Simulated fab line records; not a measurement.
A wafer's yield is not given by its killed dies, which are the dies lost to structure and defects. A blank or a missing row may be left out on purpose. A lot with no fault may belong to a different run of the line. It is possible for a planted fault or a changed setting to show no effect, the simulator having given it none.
Problem report, 8D (eight disciplines) form, completed by code -- flow berkeleyCmos170 -- the parts of the form that need people (team, actions taken, sign-off) are left out

## 1. THE ISSUE
heaterPowerTotalW at UCB170_CONTACT_SOFTBAKE_11 reads a mean of 58.48 W on 6 wafers of 2 lots; wafers without a fault read 56.80 W with a standard deviation of 0.045. Relative to the usual mean, that is a shift of +37 standard deviations.
The step: time 60 s.
The first sign was on wafer L259.1 at day 11 01:00, on lithoTrack-01. At this step, 42 wafers from 14 lots have a number in the record. By rule, "out" or "out of limits" means more than 4 standard deviations away from the usual mean. All remaining wafers that have a number are taken as sound.

## 2. WHAT IT IS, AND WHAT IT ISN'T
question,is,is not
which readings at this step,"heaterPowerTotalW, runLengthS",-
which lots,"L259, L261","L246, L247, L248, L249, L250, L251, L252, L253, L254, L257, L258, L268"
which wafers of those lots,all that have a number,-
read on which tools,lithoTrack-01,"lithoTrack-02, lithoTrack-04"
when,from day 11 01:00,up to then (33 sound wafers); but 3 sound wafers of L268 came after

## 3. SUSPECTS, AND WHAT RULES EACH OUT
Counting: a tool stays on the suspect list if, at a process step up to the reading, it processed all lots that are out and no sound lot following the first of them.
- rtpAnneal-01 at UCB170_SDANNEAL_RTA_00 (time 10.25 s): kept. Every lot that is out went through it, starting with L259 (day 10 21:06), and after that it ran no sound lot; the last sound lot it ran before then is L258 (day 10 04:43).
- lithoTrack-01 at UCB170_CONTACT_SOFTBAKE_11 (time 60 s): kept. Every lot that is out went through it, starting with L259 (day 11 01:00), and after that it ran no sound lot; the last sound lot it ran before then is L253 (day 10 01:00). Its own heaterPowerTotalW, runLengthS readings are out on those wafers.
After counting, rtpAnneal-01 at UCB170_SDANNEAL_RTA_00 and lithoTrack-01 at UCB170_CONTACT_SOFTBAKE_11 remain.

## 4. THE CAUSE (what the simulator had put in)
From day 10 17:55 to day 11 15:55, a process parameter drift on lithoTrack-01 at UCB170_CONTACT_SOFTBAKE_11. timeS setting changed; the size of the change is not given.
Counting leaves 2 suspects; this tool is one of them.

## 5. SEQUENCE OF EFFECTS, ordered by route
Rows list readings where the struck wafers' mean (over those with a number) sits beyond 3 standard deviations from the usual. Scope: only readings with a usual standard deviation given in the record; hours: median across lots of the time from each lot's start at the first step in this table that gives one to its start at this step; sigmas: change in usual standard deviations.
hours,step,reading,usual,on struck wafers,change,sigmas
0,UCB170_CONTACT_SOFTBAKE_11,heaterPowerTotalW,56.80 W,58.48,+1.68,+37
0,UCB170_CONTACT_SOFTBAKE_11,runLengthS,88.98 s,82.80,-6.19,-24
Process steps it contains:
- UCB170_CONTACT_SOFTBAKE_11: time 60 s.
Later measuring or inspecting steps at which every struck wafer that the step has a row for has a number for every such reading, and none has moved that far: UCB170_CONTACT_OVL_MEAS_16.

## 6. WHAT WOULD HAVE CAUGHT IT SOONER
7 hours passed between the start of the fault at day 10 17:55 and the first reading out of limits in this record, taken at day 11 01:00.
